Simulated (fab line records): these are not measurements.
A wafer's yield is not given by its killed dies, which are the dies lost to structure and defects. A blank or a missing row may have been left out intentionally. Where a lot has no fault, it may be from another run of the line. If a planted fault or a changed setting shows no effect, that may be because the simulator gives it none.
Which tool was responsible? | flow ritCmos | 15 lots, 45 wafers sampled, at 2 steps of a route of 202

== WHAT THE GAUGES READ, wafer by wafer ==
Not one reading of a measure or inspect step in the record can be checked against a usual standard deviation.

== WHAT TOOL EACH LOT RAN ON (gives the tool, then ch and the chambers of the sampled wafers, and finally the start) ==
lot  | RIT_SPACER_CVD_03          | RIT_M1_PROBE_99
L675 | lpcvd-02 ch 0, day 2 21:06 | prober-01, day 3 10:30
L680 | lpcvd-01 ch 1, day 3 21:18 | prober-01, day 4 10:07
L682 | lpcvd-02 ch 1, day 4 08:26 | prober-01, day 4 21:31
L683 | lpcvd-01 ch 1, day 4 13:27 | prober-02, day 5 03:34
L685 | lpcvd-02 ch 1, day 4 21:38 | prober-02, day 5 11:01
L686 | lpcvd-02 ch 0, day 5 03:55 | prober-01, day 5 19:07
L687 | lpcvd-01 ch 1, day 5 08:38 | -
L688 | lpcvd-02 ch 0, day 5 14:26 | -
L689 | lpcvd-01 ch 0, day 5 18:13 | -
L691 | lpcvd-02 ch 1, day 6 03:27 | prober-02, day 6 17:50
L694 | lpcvd-02 ch 0, day 6 20:23 | prober-01, day 7 09:23
L695 | lpcvd-01 ch 0, day 7 03:02 | prober-02, day 7 15:50
L696 | lpcvd-02 ch 1, day 7 04:32 | prober-01, day 7 17:58
L697 | lpcvd-01 ch 1, day 7 10:28 | prober-02, day 8 00:46
L698 | lpcvd-02 ch 1, day 7 16:34 | prober-01, day 8 07:05
- RIT_SPACER_CVD_03: deposits Si3N4 from SiH2Cl2/NH3, target thk 250 nm, time 3300 s.
- RIT_M1_PROBE_99

== WHAT THE TOOLS THEMSELVES READ (means of the sampled wafers that have a number; where no wafer has one, the mark that the record gives instead) ==
RIT_SPACER_CVD_03.
lot  | tool     | nh3FlowSccm (sccm) | pressureMtorr (mTorr) | sih2cl2FlowSccm (sccm)
L675 | lpcvd-02 | 150.2              | 300.7                 | 60.05
L680 | lpcvd-01 | 149.8              | 300.4                 | 60.24
L682 | lpcvd-02 | 149.8              | 300.4                 | 59.94
L683 | lpcvd-01 | 150.5              | 299.7                 | 60.04
L685 | lpcvd-02 | 149.8              | 300.6                 | 59.90
L686 | lpcvd-02 | 150.0              | 300.5                 | 60.06
L687 | lpcvd-01 | -                  | -                     | -
L688 | lpcvd-02 | -                  | -                     | -
L689 | lpcvd-01 | -                  | -                     | -
L691 | lpcvd-02 | 149.9              | 300.0                 | 60.11
L694 | lpcvd-02 | 149.6              | 299.7                 | 60.03
L695 | lpcvd-01 | 149.9              | 299.7                 | 60.03
L696 | lpcvd-02 | 150.7              | 299.7                 | 60.03
L697 | lpcvd-01 | 150.2              | 299.8                 | 60.04
L698 | lpcvd-02 | 149.7              | 298.9                 | 60.17

RIT_M1_PROBE_99.
lot  | tool      | defectLimitedYield (%) | killed_at_M0_to_M3 | killedAtContacts | killedAtFrontEnd | killedDies | killedOpen | killedShort | sort_bin_3_pad_short (%) | sort_bin_5_function (%) | sort_bin_6_memory (%) | sortNPass | sortYieldPct (%)
L675 | prober-01 | 96.6                   | 0.0                | 0.0              | 9                | 9          | 3.7        | 5.3         | 0.3                      | 2.3                     | 0.9                   | 255       | 96.6
L680 | prober-01 | 97.7                   | 0.0                | 0.0              | 6                | 6          | 2.7        | 3.3         | 0.1                      | 0.9                     | 1.3                   | 258       | 97.7
L682 | prober-01 | 97.5                   | 0.0                | 0.3              | 6                | 7          | 3.3        | 3.3         | 0.0                      | 1.6                     | 0.9                   | 257       | 97.5
L683 | prober-02 | 97.8                   | 0.0                | 0.0              | 6                | 6          | 3.0        | 2.7         | 0.1                      | 1.2                     | 0.8                   | 258       | 97.8
L685 | prober-02 | 98.2                   | 0.0                | 0.0              | 5                | 5          | 2.3        | 2.3         | 0.0                      | 0.9                     | 0.9                   | 259       | 98.2
L686 | prober-01 | 96.2                   | 0.0                | 0.0              | 10               | 10         | 5.0        | 5.0         | 0.0                      | 2.4                     | 1.4                   | 254       | 96.2
L691 | prober-02 | 97.6                   | 0.0                | 0.0              | 6                | 6          | 2.3        | 4.0         | 0.3                      | 1.5                     | 0.7                   | 258       | 97.6
L694 | prober-01 | 98.4                   | 0.0                | 0.0              | 4                | 4          | 2.0        | 2.3         | 0.1                      | 1.1                     | 0.4                   | 260       | 98.4
L695 | prober-02 | 95.9                   | 0.0                | 0.0              | 11               | 11         | 5.0        | 6.0         | 0.4                      | 2.7                     | 1.1                   | 253       | 95.9
L696 | prober-01 | 98.2                   | 0.0                | 0.0              | 5                | 5          | 2.0        | 2.7         | 0.1                      | 0.9                     | 0.8                   | 259       | 98.2
L697 | prober-02 | 97.3                   | 0.3                | 0.3              | 6                | 7          | 4.0        | 3.0         | 0.0                      | 1.9                     | 0.8                   | 257       | 97.3
L698 | prober-01 | 98.4                   | 0.0                | 0.0              | 4                | 4          | 2.0        | 2.3         | 0.0                      | 1.0                     | 0.6                   | 260       | 98.4

== THE ANSWER, worked out from the rows above alone ==
Rule: usual is defined by the lots themselves. Put in order of their means at a reading, lots are off if they are a third of the lots or fewer, leave a main group of 4 or more, and stand apart from it by a gap of 3 or more times the standard deviation of the main group's means; of several such gaps the widest counts. If all means in a main group match to the digits the tables above print for the reading, that group is not used. Also off: a lot with no number at a reading for which 4 or more lots have one. The other lots that the step has rows for count as sound. The gauges are gone through in route order, then the tools' own readings, and for those a lot's mean is taken as printed above. The first step at which some lot is off is used, and at that step the reading that is off furthest; a lot without a number counts as furthest.
Off: L687, L688, L689, at RIT_SPACER_CVD_03 (nh3FlowSccm). Without a number there: L687, L688, L689. Mean 150.0 sccm and standard deviation 0.32 in the main group.
A tool fits if, at that step or a process step before it, it ran every lot that is off, and no sound lot after the first of them. Of those tried, none fits.

== WHAT THE SIMULATOR HAD INSERTED ==
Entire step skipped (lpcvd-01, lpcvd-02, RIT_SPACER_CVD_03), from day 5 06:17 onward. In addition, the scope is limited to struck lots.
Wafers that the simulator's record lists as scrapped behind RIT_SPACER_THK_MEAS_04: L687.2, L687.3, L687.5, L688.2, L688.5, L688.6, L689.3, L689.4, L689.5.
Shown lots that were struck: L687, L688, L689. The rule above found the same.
